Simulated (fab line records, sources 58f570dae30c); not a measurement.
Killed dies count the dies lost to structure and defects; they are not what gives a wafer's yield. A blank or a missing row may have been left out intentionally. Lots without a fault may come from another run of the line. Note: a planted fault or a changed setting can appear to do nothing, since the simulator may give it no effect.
Commonality check across tools :: flow berkeley_cmos170 :: 33 wafers sampled across 11 lots

== REASON IT WAS OPENED ==
Of 11 lots, 2 have the reading FIELD_OXIDE_THK flagged at UCB170_FIELD_THK_MEAS_02. Wafers without a fault read 555 nm, standard deviation 10.
Rule: flag the lot when none of its wafers has a number, or when each of its wafers that has one lies beyond 4 standard deviations from that mean. All remaining lots are regarded as sound.

lot: L364
measured: day 5 07:30
on: film_metro-04
FIELD_OXIDE_THK (nm), wafer by wafer: 554 555 560
flag: 

lot: L366
measured: day 5 20:51
on: film_metro-03
FIELD_OXIDE_THK (nm), wafer by wafer: 554 548 547
flag: 

lot: L367
measured: day 5 20:52
on: film_metro-04
FIELD_OXIDE_THK (nm), wafer by wafer: 563 564 575
flag: 

lot: L365
measured: day 5 20:55
on: film_metro-03
FIELD_OXIDE_THK (nm), wafer by wafer: 562 569 568
flag: 

lot: L369
measured: day 6 14:14
on: film_metro-03
FIELD_OXIDE_THK (nm), wafer by wafer: 561 559 554
flag: 

lot: L370
measured: day 6 23:53
on: film_metro-03
FIELD_OXIDE_THK (nm), wafer by wafer: 572 567 563
flag: 

lot: L372
measured: day 7 07:07
on: film_metro-04
FIELD_OXIDE_THK (nm), wafer by wafer: 565 549 568
flag: 

lot: L373
measured: day 7 14:20
on: film_metro-03
FIELD_OXIDE_THK (nm), wafer by wafer: 555 558 548
flag: 

lot: L375
measured: day 7 22:08
on: film_metro-01
FIELD_OXIDE_THK (nm), wafer by wafer: 324 325 332
flag: FLAGGED

lot: L376
measured: day 7 22:08
on: film_metro-04
FIELD_OXIDE_THK (nm), wafer by wafer: 299 309 305
flag: FLAGGED

lot: L378
measured: day 8 06:57
on: film_metro-03
FIELD_OXIDE_THK (nm), wafer by wafer: 563 555 561
flag: 
The numbers of the flagged lots are 316 nm on average: -239 nm against the usual, or -24 standard deviations.

== LOT BY LOT: THE TOOL USED ==
The record keeps 1 process step preceding the reading, out of 331 steps on the route. In each cell: the tool, then ch and the chambers that the sampled wafers went through, then the start.
lot: L364
flag: 
UCB170_FIELD_OXIDATION_01: furnace-02 ch 0, day 5 04:29

lot: L366
flag: 
UCB170_FIELD_OXIDATION_01: furnace-02 ch 0, day 5 17:51

lot: L367
flag: 
UCB170_FIELD_OXIDATION_01: furnace-02 ch 0, day 5 17:51

lot: L365
flag: 
UCB170_FIELD_OXIDATION_01: furnace-02 ch 0, day 5 17:51

lot: L369
flag: 
UCB170_FIELD_OXIDATION_01: furnace-02 ch 0, day 6 11:14

lot: L370
flag: 
UCB170_FIELD_OXIDATION_01: furnace-04 ch 0, day 6 20:42

lot: L372
flag: 
UCB170_FIELD_OXIDATION_01: furnace-01 ch 0, day 7 04:07

lot: L373
flag: 
UCB170_FIELD_OXIDATION_01: furnace-01 ch 0, day 7 11:19

lot: L375
flag: FLAGGED
UCB170_FIELD_OXIDATION_01: furnace-04 ch 0, day 7 19:07

lot: L376
flag: FLAGGED
UCB170_FIELD_OXIDATION_01: furnace-04 ch 0, day 7 19:07

lot: L378
flag: 
UCB170_FIELD_OXIDATION_01: furnace-02 ch 0, day 8 03:48
What these steps do:
- UCB170_FIELD_OXIDATION_01: target thk 558.3 nm, ox time 7200 s.
- UCB170_FIELD_THK_MEAS_02

== FLAGGED AGAINST TOTAL, ONE TOOL AT A TIME (gauges that did the reading follow at the end) ==
step: UCB170_FIELD_OXIDATION_01
tool: furnace-01
lots run: 2
flagged: 0
share of the flagged lots: none
sound lots run after its first flagged lot: -

step: UCB170_FIELD_OXIDATION_01
tool: furnace-02
lots run: 6
flagged: 0
share of the flagged lots: none
sound lots run after its first flagged lot: -

step: UCB170_FIELD_OXIDATION_01
tool: furnace-04
lots run: 3
flagged: 2
share of the flagged lots: all
sound lots run after its first flagged lot: 0

step: UCB170_FIELD_THK_MEAS_02
tool: film_metro-01
lots run: 1
flagged: 1
share of the flagged lots: some
sound lots run after its first flagged lot: 0

step: UCB170_FIELD_THK_MEAS_02
tool: film_metro-03
lots run: 6
flagged: 0
share of the flagged lots: none
sound lots run after its first flagged lot: -

step: UCB170_FIELD_THK_MEAS_02
tool: film_metro-04
lots run: 4
flagged: 1
share of the flagged lots: some
sound lots run after its first flagged lot: 0

== WHAT IS ALLOWED BY THE TABLE ==
Rows of the table that ran each flagged lot: 1, that is furnace-04 at UCB170_FIELD_OXIDATION_01.
- furnace-04 at UCB170_FIELD_OXIDATION_01 ran 3 lots, 2 of them flagged. A fault beginning between L370 (day 6 20:42), its last sound lot, and L375 (day 7 19:07), its first flagged one, fits the data.
One tool is left: furnace-04 at UCB170_FIELD_OXIDATION_01.

== WHAT THE SIMULATOR PUT IN ==
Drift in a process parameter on furnace-04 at UCB170_FIELD_OXIDATION_01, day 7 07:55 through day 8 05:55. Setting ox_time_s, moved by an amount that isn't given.
Struck lots among those shown: L375, L376. The same result came from the rule above.
